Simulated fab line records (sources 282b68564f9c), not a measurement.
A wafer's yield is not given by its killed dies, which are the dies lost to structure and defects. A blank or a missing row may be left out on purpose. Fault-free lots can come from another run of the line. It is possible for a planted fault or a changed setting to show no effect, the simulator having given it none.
fab line records ; flow ritCmos
[record] lots = 14; wafers = 42; lastDay = 7
route steps=202 shown ACTIVE@16 NWELL@38 SILICIDE@166 M1@202
lots that met no fault: from a run of the same line without faults
startH: hours from the record's first day to the start of the lot's first wafer shown ; waitH: hours elapsed since this lot's preceding step ; " same as the row above ; L1.1+2: one row covering several wafers at once ; - no value present, or no start provided ; * or withheld: withheld ; < > ~ a bound
route shown NAME@n: NAME is a module with steps in the file, n the number in the route of the first one ; usual: average and standard deviation across the fault-free wafers ; same: alike in all rows ; chamber/n: place in a boat ; sites: the reading at each site ; _std_site: standard deviation across them ; _edge_site: inner sites' mean taken away from outer sites' mean ; radiusMm: how far each site lies from the wafer's centre ; mask NAME#n: copy n ; behind: tool/chamber where the wafer was last shaped ; hold: why the lot was held/for how many hours/how that ended ; device: transistor that didn't switch, given as n, p or np ; end of line: tests run on the same wafers once the route is complete ; for a step that has no rows: nothing shown but its recipe ; killed: at the first sort, the dies lost to defects and structure; wafer yield is something else ; map: a wafer's dies, x killed, . not, _ none there
set.NAME: the setting the step ran with; set.NAME@STEP: the setting that earlier step ran with ; model.NAME: the simulator's own value behind a step, which no gauge read
route steps across a sampled set of lots; one table per step, one row per wafer
services: from which hour (startH, from the record's first day; less than 0 if before it) a tool's chamber was out of use, for how many hours, and why
[[steps]]
[step RIT_ACTIVE_CD_MEAS_90]
[recipe] targetCdNm = 1400
[usual] cdNm = 1399.9/2.6
lot.wafer;tool;chamber;startH;waitH;cdNm
L392.1;cdSem-01;-;17.15;0.1;1402.1
L392.3;cdSem-01;-;17.15;0.1;1401.8
L392.4;cdSem-01;-;17.15;0.1;1402.0
L393.1;cdSem-01;-;22.40;0.1;1396.7
L393.2;cdSem-01;-;22.40;0.1;1397.5
L393.5;cdSem-01;-;22.40;0.1;1398.6
L394.1;cdSem-01;-;25.02;0.1;1400.3
L394.3;cdSem-01;-;25.02;0.1;1402.8
L394.5;cdSem-01;-;25.02;0.1;1402.3
L395.1;cdSem-02;-;30.14;0.1;1399.3
L395.2;cdSem-02;-;30.14;0.1;1400.0
L395.6;cdSem-02;-;30.14;0.1;1401.3
L396.2;cdSem-02;-;35.15;0.1;1404.4
L396.4;cdSem-02;-;35.15;0.1;1401.6
L396.5;cdSem-02;-;35.15;0.1;1400.9
L398.1;cdSem-02;-;45.15;0.1;1396.5
L398.2;cdSem-02;-;45.15;0.1;1397.3
L398.3;cdSem-02;-;45.15;0.1;1397.6
L404.2;cdSem-01;-;75.04;0.1;1402.6
L404.4;cdSem-01;-;75.04;0.1;1402.9
L404.5;cdSem-01;-;75.04;0.1;1402.1
L405.2;cdSem-01;-;80.16;0.1;1399.4
L405.4;cdSem-01;-;80.16;0.1;1399.8
L405.5;cdSem-01;-;80.16;0.1;1398.1
L407.1;cdSem-02;-;90.02;0.1;1395.6
L407.2;cdSem-02;-;90.02;0.1;1396.0
L407.3;cdSem-02;-;90.02;0.1;1397.2
L408.2;cdSem-01;-;95.15;0.1;1399.9
L408.3;cdSem-01;-;95.15;0.1;1398.7
L408.5;cdSem-01;-;95.15;0.1;1398.2
L409.1;cdSem-01;-;100.14;0.1;1395.7
L409.3;cdSem-01;-;100.14;0.1;1396.2
L409.4;cdSem-01;-;100.14;0.1;1396.5
L410.1;cdSem-02;-;105.02;0.1;1402.8
L410.4;cdSem-02;-;105.02;0.1;1401.2
L410.6;cdSem-02;-;105.02;0.1;1398.7
L411.2;cdSem-01;-;110.04;0.1;1404.0
L411.4;cdSem-01;-;110.04;0.1;1403.9
L411.5;cdSem-01;-;110.04;0.1;1402.3
L413.2;cdSem-02;-;121.47;0.1;1403.4
L413.4;cdSem-02;-;121.47;0.1;1405.1
L413.5;cdSem-02;-;121.47;0.1;1403.2
[step RIT_NWELL_TW_MEAS_10]
[usual] NWELL_TW = 2124/21
lot.wafer;tool;chamber;startH;waitH;NWELL_TW
L392.1;filmMetro-02;-;23.04;0.1;2118
L392.3;filmMetro-02;-;23.04;0.1;2119
L392.4;filmMetro-02;-;23.04;0.1;2112
L393.1;filmMetro-04;-;28.30;0.1;2147
L393.2;filmMetro-04;-;28.30;0.1;2148
L393.5;filmMetro-04;-;28.30;0.1;2140
L394.1;filmMetro-02;-;30.95;0.1;2142
L394.3;filmMetro-02;-;30.95;0.1;2133
L394.5;filmMetro-02;-;30.95;0.1;2132
L395.1;filmMetro-03;-;36.00;0.1;2095
L395.2;filmMetro-03;-;36.00;0.1;2105
L395.6;filmMetro-03;-;36.00;0.1;2111
L396.2;filmMetro-04;-;41.14;0.1;2138
L396.4;filmMetro-04;-;41.14;0.1;2153
L396.5;filmMetro-04;-;41.14;0.1;2140
L398.1;filmMetro-02;-;51.96;0.1;2121
L398.2;filmMetro-02;-;51.96;0.1;2118
L398.3;filmMetro-02;-;51.96;0.1;2122
L404.2;filmMetro-03;-;80.75;0.1;2108
L404.4;filmMetro-03;-;80.75;0.1;2107
L404.5;filmMetro-03;-;80.75;0.1;2098
L405.2;filmMetro-03;-;86.02;0.1;2100
L405.4;filmMetro-03;-;86.02;0.1;2109
L405.5;filmMetro-03;-;86.02;0.1;2097
L407.1;filmMetro-04;-;96.32;0.1;2151
L407.2;filmMetro-04;-;96.32;0.1;2160
L407.3;filmMetro-04;-;96.32;0.1;2158
L408.2;filmMetro-04;-;100.95;0.1;2153
L408.3;filmMetro-04;-;100.95;0.1;2144
L408.5;filmMetro-04;-;100.95;0.1;2149
L409.1;filmMetro-03;-;106.68;0.1;2101
L409.3;filmMetro-03;-;106.68;0.1;2101
L409.4;filmMetro-03;-;106.68;0.1;2093
L410.1;filmMetro-03;-;113.03;0.1;2090
L410.4;filmMetro-03;-;113.03;0.1;2090
L410.6;filmMetro-03;-;113.03;0.1;2087
L411.2;filmMetro-02;-;119.06;0.1;2132
L411.4;filmMetro-02;-;119.06;0.1;2127
L411.5;filmMetro-02;-;119.06;0.1;2124
L413.2;filmMetro-04;-;130.87;0.1;2129
L413.4;filmMetro-04;-;130.87;0.1;2124
L413.5;filmMetro-04;-;130.87;0.1;2117
[step RIT_SILICIDE_WET_ETCH_05]
[recipe] chemistry = SPM; target = Ti; tempC = 90; timeS = 120; dry = n2Spin
[usual] runLengthS = 148/3.2
lot.wafer;tool;chamber;startH;waitH;runLengthS
L392.1;wetBench-03;3;53.06;0.1;146
L392.3;wetBench-03;3;53.06;0.1;146
L392.4;wetBench-03;3;53.06;0.1;146
L393.1;wetBench-03;2;56.99;0.1;147
L393.2;wetBench-03;2;56.99;0.1;147
L393.5;wetBench-03;2;56.99;0.1;147
L394.1;wetBench-02;0;60.39;0.1;146
L394.3;wetBench-02;0;60.39;0.1;146
L394.5;wetBench-02;0;60.39;0.1;146
L395.1;wetBench-02;0;65.29;0.1;144
L395.2;wetBench-02;0;65.29;0.1;144
L395.6;wetBench-02;0;65.29;0.1;144
L396.2;wetBench-02;1;71.94;0.0;146
L396.4;wetBench-02;1;71.94;0.0;146
L396.5;wetBench-02;1;71.94;0.0;146
L398.1;wetBench-01;2;80.46;0.1;155
L398.2;wetBench-01;2;80.46;0.1;155
L398.3;wetBench-01;2;80.46;0.1;155
L404.2;wetBench-03;1;109.81;0.0;103
L404.4;wetBench-03;1;109.81;0.0;103
L404.5;wetBench-03;1;109.81;0.0;103
L405.2;wetBench-03;3;114.53;0.0;104
L405.4;wetBench-03;3;114.53;0.0;104
L405.5;wetBench-03;3;114.53;0.0;104
L407.1;wetBench-01;1;126.37;0.1;153
L407.2;wetBench-01;1;126.37;0.1;153
L407.3;wetBench-01;1;126.37;0.1;153
L408.2;wetBench-02;3;137.62;0.0;146
L408.3;wetBench-02;3;137.62;0.0;146
L408.5;wetBench-02;3;137.62;0.0;146
L409.1;wetBench-01;0;138.05;0.1;144
L409.3;wetBench-01;0;138.05;0.1;144
L409.4;wetBench-01;0;138.05;0.1;144
L410.1;wetBench-02;2;146.06;0.1;147
L410.4;wetBench-02;2;146.06;0.1;147
L410.6;wetBench-02;2;146.06;0.1;147
L411.2;wetBench-01;3;150.67;0.0;147
L411.4;wetBench-01;3;150.67;0.0;147
L411.5;wetBench-01;3;150.67;0.0;147
L413.2;wetBench-01;2;160.02;0.2;154
L413.4;wetBench-01;2;160.02;0.2;154
L413.5;wetBench-01;2;160.02;0.2;154
[step RIT_SILICIDE_RTA_06]
[recipe] tempC = 750; timeS = 10; idleTempC = 25; rampUpS = 5; rampDownS = 10; coolToC = 25; ambient = N2
[usual] wafer_temp_C_max = 753.4/1.9
[same] timeS = 10
lot.wafer;tool;chamber;startH;waitH;wafer_temp_C_max
L392.1;rtpAnneal-02;0;53.11;0.0;754.9
L392.3;rtpAnneal-02;0;53.11;0.0;755.6
L392.4;rtpAnneal-02;0;53.11;0.0;754.8
L393.1;rtpAnneal-01;0;57.04;0.0;751.8
L393.2;rtpAnneal-01;0;57.04;0.0;751.5
L393.5;rtpAnneal-01;0;57.04;0.0;751.9
L394.1;rtpAnneal-02;0;60.43;0.0;755.9
L394.3;rtpAnneal-02;0;60.43;0.0;755.9
L394.5;rtpAnneal-02;0;60.43;0.0;753.8
L395.1;rtpAnneal-01;0;65.33;0.0;751.3
L395.2;rtpAnneal-01;0;65.33;0.0;752.1
L395.6;rtpAnneal-01;0;65.33;0.0;751.5
L396.2;rtpAnneal-02;0;72.00;0.0;756.4
L396.4;rtpAnneal-02;0;72.00;0.0;754.6
L396.5;rtpAnneal-02;0;72.00;0.0;754.9
L398.1;rtpAnneal-02;0;80.50;0.0;755.2
L398.2;rtpAnneal-02;0;80.50;0.0;756.9
L398.3;rtpAnneal-02;0;80.50;0.0;755.3
L404.2;rtpAnneal-02;0;109.86;0.0;756.5
L404.4;rtpAnneal-02;0;109.86;0.0;754.8
L404.5;rtpAnneal-02;0;109.86;0.0;755.0
L405.2;rtpAnneal-01;0;114.58;0.0;752.0
L405.4;rtpAnneal-01;0;114.58;0.0;751.6
L405.5;rtpAnneal-01;0;114.58;0.0;753.1
L407.1;rtpAnneal-01;0;126.42;0.0;751.5
L407.2;rtpAnneal-01;0;126.42;0.0;751.7
L407.3;rtpAnneal-01;0;126.42;0.0;751.8
L408.2;rtpAnneal-01;0;137.68;0.0;751.1
L408.3;rtpAnneal-01;0;137.68;0.0;751.3
L408.5;rtpAnneal-01;0;137.68;0.0;750.6
L409.1;rtpAnneal-01;0;138.10;0.0;751.8
L409.3;rtpAnneal-01;0;138.10;0.0;751.7
L409.4;rtpAnneal-01;0;138.10;0.0;751.8
L410.1;rtpAnneal-02;0;146.10;0.0;756.2
L410.4;rtpAnneal-02;0;146.10;0.0;754.8
L410.6;rtpAnneal-02;0;146.10;0.0;755.4
L411.2;rtpAnneal-01;0;150.73;0.0;751.6
L411.4;rtpAnneal-01;0;150.73;0.0;751.7
L411.5;rtpAnneal-01;0;150.73;0.0;751.7
L413.2;rtpAnneal-01;0;160.08;0.0;751.4
L413.4;rtpAnneal-01;0;160.08;0.0;751.7
L413.5;rtpAnneal-01;0;160.08;0.0;752.8
[step RIT_M1_PROBE_99]
[usual] killed_at_M0_to_M3 = 0.0/0.16; killedAtContacts = 0.1/0.24; killedAtFrontEnd = 6.7/2.9; killedDies = 6.8/2.9; killedOpen = 3.5/1.8; killedShort = 3.3/2.1
[same] grossDies = 264; killed_at_M4_up = 0; killedAtBackSide = 0; killedAtOther = 0
lot.wafer;tool;chamber;startH;waitH;killed_at_M0_to_M3;killedAtContacts;killedAtFrontEnd;killedDies;killedOpen;killedShort
L392.1;prober-02;-;59.53;0.1;1;0;6;7;3;4
L392.3;prober-02;-;59.63;0.2;0;0;10;10;3;7
L392.4;prober-02;-;59.68;0.2;0;0;8;8;2;6
L398.1;prober-02;-;87.25;0.1;0;0;4;4;3;1
L398.2;prober-02;-;87.30;0.1;0;0;11;11;3;8
L398.3;prober-02;-;87.35;0.2;0;0;4;4;1;3
L404.2;prober-02;-;120.15;0.1;0;0;4;4;1;3
L404.4;prober-02;-;120.25;0.2;0;0;8;8;4;4
L404.5;prober-02;-;120.30;0.2;0;0;7;7;6;1
L407.1;prober-01;-;132.90;0.1;0;0;8;8;5;3
L407.2;prober-01;-;132.95;0.1;0;0;13;13;8;5
L407.3;prober-01;-;133.00;0.2;0;0;13;13;6;7
L409.1;prober-01;-;145.11;0.1;0;0;6;6;2;4
L409.3;prober-01;-;145.21;0.2;0;0;2;2;2;0
L409.4;prober-01;-;145.26;0.2;0;0;6;6;5;1
L408.2;prober-02;-;145.16;0.1;0;0;4;4;2;2
L408.3;prober-02;-;145.21;0.2;0;0;10;10;7;3
L408.5;prober-02;-;145.31;0.2;0;0;5;5;1;4
L411.2;prober-02;-;157.41;0.1;0;0;2;2;2;0
L411.4;prober-02;-;157.51;0.2;0;1;14;15;9;6
L411.5;prober-02;-;157.56;0.2;0;0;4;4;2;2
// killed by level:class
L392.1 GATE:geometricParticle:short=2 FOX2:geometricParticle:short=1 FOX2:geometricParticle:open=1 GATE:geometricParticle:open=1 SILICIDE:geometricParticle:open=1 M1:geometricParticle:short=1
L392.3 GATE:geometricParticle:short=3 FOX1:geometricParticle:short=1 FOX2:geometricParticle:short=1 GATE:geometricParticle:open=1 REOX:geometricParticle:short=1 SPACER:geometricParticle:short=1 SPACER:geometricParticle:open=1 SILICIDE:geometricParticle:open=1
L392.4 GATE:geometricParticle:short=3 FOX2:geometricParticle:open=1 FOX2:geometricParticle:short=1 REOX:geometricParticle:short=1 SPACER:geometricParticle:short=1 SPACER:geometricParticle:open=1
L398.1 FOX2:geometricParticle:open=1 GATE:geometricParticle:short=1 GATE:geometricParticle:open=1 REOX:geometricParticle:open=1
L398.2 GATE:geometricParticle:short=5 GATE:geometricParticle:open=2 FOX1:geometricParticle:short=1 REOX:geometricParticle:short=1 REOX:geometricParticle:open=1 SILICIDE:geometricParticle:short=1
L398.3 FOX1:geometricParticle:short=1 GATE:geometricParticle:open=1 REOX:geometricParticle:short=1 SILICIDE:geometricParticle:short=1
L404.2 GATE:geometricParticle:short=2 FOX2:geometricParticle:open=1 REOX:geometricParticle:short=1
L404.4 GATE:geometricParticle:open=3 FOX2:geometricParticle:open=1 FOX2:geometricParticle:short=1 GATE:geometricParticle:short=1 REOX:geometricParticle:short=1 SPACER:geometricParticle:short=1
L404.5 FOX2:geometricParticle:open=3 FOX1:geometricParticle:open=1 FOX2:geometricParticle:short=1 GATE:geometricParticle:open=1 REOX:geometricParticle:open=1
L407.1 REOX:geometricParticle:open=2 SILICIDE:geometricParticle:short=2 FOX1:geometricParticle:open=1 SPACER:geometricParticle:open=1 SPACER:geometricParticle:short=1 SILICIDE:geometricParticle:open=1
L407.2 GATE:geometricParticle:open=5 FOX1:geometricParticle:short=1 FOX2:geometricParticle:open=1 GATE:geometricParticle:short=1 REOX:geometricParticle:short=1 REOX:geometricParticle:open=1 SPACER:geometricParticle:short=1 SILICIDE:geometricParticle:open=1
L407.3 SPACER:geometricParticle:short=5 REOX:geometricParticle:open=2 SILICIDE:geometricParticle:open=2 FOX2:geometricParticle:open=1 GATE:geometricParticle:short=1 SPACER:geometricParticle:open=1 SILICIDE:geometricParticle:short=1
L409.1 GATE:geometricParticle:short=2 GATE:geometricParticle:open=1 SPACER:geometricParticle:open=1 SPACER:geometricParticle:short=1 SILICIDE:geometricParticle:short=1
L408.2 FOX1:geometricParticle:open=1 GATE:geometricParticle:open=1 GATE:geometricParticle:short=1 REOX:geometricParticle:short=1
L408.3 GATE:geometricParticle:open=3 REOX:geometricParticle:open=3 SPACER:geometricParticle:short=2 GATE:geometricParticle:short=1 SPACER:geometricParticle:open=1
L409.3 GATE:geometricParticle:open=2
L409.4 GATE:geometricParticle:open=3 SPACER:geometricParticle:open=2 GATE:geometricParticle:short=1
L408.5 GATE:geometricParticle:short=2 GATE:geometricParticle:open=1 REOX:geometricParticle:short=1 SILICIDE:geometricParticle:short=1
L411.2 GATE:geometricParticle:open=2
L411.4 GATE:geometricParticle:short=3 GATE:geometricParticle:open=3 FOX1:geometricParticle:open=2 FOX1:geometricParticle:short=1 FOX2:geometricParticle:short=1 FOX2:geometricParticle:open=1 SPACER:geometricParticle:open=1 SILICIDE:geometricParticle:open=1
L411.5 GATE:geometricParticle:open=2 GATE:geometricParticle:short=2
[[services]]
tool;chamber;startH;hours;kind
rtpAnneal-02;-;151.11;1.1;pm
wetBench-02;-;157.90;4.2;repair
[[key]]
[firstSign] step = RIT_SILICIDE_WET_ETCH_05; reading = runLengthS; direction = down; sigmas = 14; usual = *; struck = *
effect none on later readings
metAt RIT_SILICIDE_WET_ETCH_05
struckLots L404,L405
testerLeftOut L404,L405
notActingAt RIT_ACTIVE_CD_MEAS_90,RIT_NWELL_TW_MEAS_10,RIT_SILICIDE_RTA_06
onsetBetween 56.99 109.81
[fault] kind = processParameterDrift; tool = wetBench-03; chamber = -; onsetH = 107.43; steps = RIT_SILICIDE_WET_ETCH_05; channel = timeS; offset = *; shape = step; endH = 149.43; actsIn = *; stated = *
// testerLeftOut: of these lots the tester's yield and bins aren't shown, on N5 and GAA mostly nor the transistor test; their killed dies are dies lost to structure and defects alone, not to doping, threshold or leakage, so they don't give the yield
